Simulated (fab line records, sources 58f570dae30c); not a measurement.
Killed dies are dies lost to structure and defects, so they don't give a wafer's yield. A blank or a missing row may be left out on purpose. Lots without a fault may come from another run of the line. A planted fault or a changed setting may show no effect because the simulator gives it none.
Chamber matching | flow berkeley_cmos170 | UCB170_V2_CMP_02 on cmp-01: 4 sister chambers
The step polishes SiO2. 8 wafers are shown with their chamber, then 7 later ones without.

WAFERS WITH THEIR CHAMBER
wafer  | chamber | motor_current_A (A) | slurry_filter_dp_kPa (kPa)
L248.6 | 2       | 16.1                | 13.65
L252.2 | 2       | 16.1                | 13.62
L252.5 | 3       | 14.9                | 13.55
L254.1 | 3       | 14.5                | 13.82
L254.3 | 0       | 16.5                | 13.61
L254.6 | 1       | 15.6                | 13.44
L257.1 | 0       | 16.1                | 13.30
L257.5 | 1       | 15.2                | 13.64

WAFERS WITHOUT THEIR CHAMBER
wafer  | motor_current_A (A) | slurry_filter_dp_kPa (kPa)
L257.6 | 16.6                | 13.48
L259.1 | 15.4                | 13.48
L259.3 | 16.4                | 13.41
L259.6 | 15.5                | 13.81
L265.1 | 16.2                | 13.44
L265.2 | 15.1                | 13.62
L265.6 | 16.5                | 13.40

WHICH CHAMBER EACH WENT THROUGH
wafer  | from the rows above          | in truth
L257.6 | can't be placed: 0 or 2      | 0
L259.1 | 1                            | 1
L259.3 | can't be placed: 0 or 2      | 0
L259.6 | can't be placed: 1 or 2 or 3 | 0
L265.1 | can't be placed: 0 or 2      | 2
L265.2 | can't be placed: 1 or 3      | 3
L265.6 | can't be placed: 0 or 2      | 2
Placed correctly: 1 of 7. Can't be placed from these rows: 6 (the true chamber is among the candidates in 5). Placed wrongly: 0.
How it was worked out, from the rows above alone: a wafer's distance from a chamber is the root of the sum, over the readings, of the square of ((its reading less the chamber's mean) divided by the reading's scatter). The wafer belongs to the nearest chamber; if the next one is less than 2 further off, it can't be placed. A chamber's mean is the mean of its shown wafers. The scatter: the root of (the sum of the squares of (reading less its chamber's mean) over the shown wafers, divided by (wafers less chambers)).
